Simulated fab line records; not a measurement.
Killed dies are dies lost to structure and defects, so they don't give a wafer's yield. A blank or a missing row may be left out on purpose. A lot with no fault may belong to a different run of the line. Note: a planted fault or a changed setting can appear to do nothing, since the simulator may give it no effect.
Which tool did it? :: flow ritCmos :: 7 lots, 21 wafers sampled, at 1 step of a route of 202

== WHAT EACH GAUGE READ, for each wafer ==
RIT_ACTIVE_BOW_MEAS_00.
lot: L884
measured: day 1 15:02
on: filmMetro-04
INCOMING_BOW (um): 3 13 -1

lot: L888
measured: day 2 11:00
on: filmMetro-02
INCOMING_BOW (um): 7 -12 -15

lot: L891
measured: day 3 02:00
on: filmMetro-02
INCOMING_BOW (um): 0 7 6

lot: L895
measured: day 3 22:00
on: filmMetro-03
INCOMING_BOW (um): -6 -1 0

lot: L898
measured: day 4 13:00
on: filmMetro-04
INCOMING_BOW (um): 0 12 -1

lot: L903
measured: day 5 14:02
on: filmMetro-03
INCOMING_BOW (um): 13 4 11

lot: L906
measured: day 6 05:00
on: filmMetro-04
INCOMING_BOW (um): 12 8 0

== TOOL THAT RAN EACH LOT (tool first, then ch and the chambers of the sampled wafers, then the start) ==
The record shows no process step preceding these readings.

== THE ANSWER, worked out from the rows above alone ==
Rule: the usual values come from the lots themselves. Put in order of their means at a reading, lots are off if they are a third of the lots or fewer, leave a main group of 4 or more, and stand apart from it by a gap of 3 or more times the standard deviation of the main group's means; of several such gaps the widest counts. The tables above print the reading to a certain number of digits; a main group whose means all agree to those digits is not used. A lot without any number at a reading at which 4 lots or more have one is off too. All remaining lots with rows at the step are treated as sound.
None of the lots is off at any reading shown; this tells nothing.

== WHAT THE SIMULATOR HAD PUT IN ==
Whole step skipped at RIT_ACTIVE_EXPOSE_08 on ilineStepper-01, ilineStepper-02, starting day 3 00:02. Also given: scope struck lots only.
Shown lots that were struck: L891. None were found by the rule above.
